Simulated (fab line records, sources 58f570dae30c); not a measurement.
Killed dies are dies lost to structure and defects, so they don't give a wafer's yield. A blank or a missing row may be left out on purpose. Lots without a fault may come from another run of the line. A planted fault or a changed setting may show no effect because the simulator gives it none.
Problem report in the 8D (eight disciplines) form, filled by code | flow berkeley_cmos170 | the parts of the form that need people (team, actions taken, sign-off) are left out

1. THE PROBLEM
cd_nm at UCB170_GATE_CD_MEAS_12 reads a mean of 362.6 nm on 6 wafers of 2 lots; wafers without a fault read 350.3 nm with a standard deviation of 1.4. That is +8.8 standard deviations from the usual mean.
The step: target cd 350 nm.
First seen on wafer L233.1, day 8 02:34, on cd_sem-01. The record holds 42 wafers of 14 lots with a number at this step. Rule for "out", or "out of limits": more than 4 standard deviations from the usual mean. The other wafers with a number count as sound.

2. WHAT IT IS AND WHAT IT IS NOT
question                    | is                     | is not
which readings at this step | cd_nm                  | -
which lots                  | L233, L235             | L223, L224, L225, L226, L227, L228, L229, L232, L242, L243, L245, L246
which wafers of those lots  | all that have a number | -
read on which gauges        | cd_sem-01, cd_sem-02   | -
when                        | from day 8 02:34       | up to then (24 sound wafers); but 12 sound wafers of L242, L243, L245, L246 came after

3. SUSPECTS, AND WHAT RULES EACH OUT
Counting: a tool at a process step up to the reading stays a suspect if it ran every lot that is out and no sound lot after the first of them.
- the gauge at UCB170_GATE_CD_MEAS_12: ruled out. The wafers that are out were read on 2 gauges (cd_sem-01, cd_sem-02).
- litho_track-03 at UCB170_GATE_SOFTBAKE_08 (time 60 s): kept. It ran every lot that is out, first L233 (day 8 01:00), and no sound lot after that; its last sound lot up to then is L232 (day 7 14:00). Its own readings are out on those wafers: heater_power_total_W, plate_temp_C.
Left after counting: litho_track-03 at UCB170_GATE_SOFTBAKE_08.

4. THE CAUSE (what the simulator had put in)
Process parameter drift: litho_track-03, from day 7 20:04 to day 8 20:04, at UCB170_GATE_SOFTBAKE_08. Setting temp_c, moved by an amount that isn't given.
Counting left only this tool.

5. THE CHAIN OF EFFECTS, in route order
Each row: a reading whose mean over the struck wafers that have a number lies more than 3 standard deviations from the usual. Only readings for which the record gives a usual standard deviation are gone through. hours: the time from each lot's start at the first step in this table that gives one to its start at this step, as a median over the lots. sigmas: the change in usual standard deviations.
hours | step                    | reading              | usual    | on struck wafers | change | sigmas
0     | UCB170_GATE_SOFTBAKE_08 | heater_power_total_W | 56.80 W  | 52.86            | -3.94  | -92
0     | UCB170_GATE_SOFTBAKE_08 | plate_temp_C         | 129.98 C | 122.93           | -7.05  | -47
1     | UCB170_GATE_CD_MEAS_12  | cd_nm                | 350.3 nm | 362.6            | +12.3  | +8.8
The process steps in it:
- UCB170_GATE_SOFTBAKE_08: time 60 s.

6. WHAT WOULD HAVE CAUGHT IT SOONER
In this record the first reading out of limits at a measuring or inspecting step was taken at day 8 02:34, 6 hours after the fault began at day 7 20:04.
The tool's own readings at UCB170_GATE_SOFTBAKE_08 were out on every struck wafer that the step has a row for (heater_power_total_W, plate_temp_C): an alarm limit on them would have fired on the first of those.
Of the lots that are out (2), L235 began UCB170_GATE_SOFTBAKE_08 on litho_track-03 after day 8 02:34. A hold on the tool at that time would have spared it.
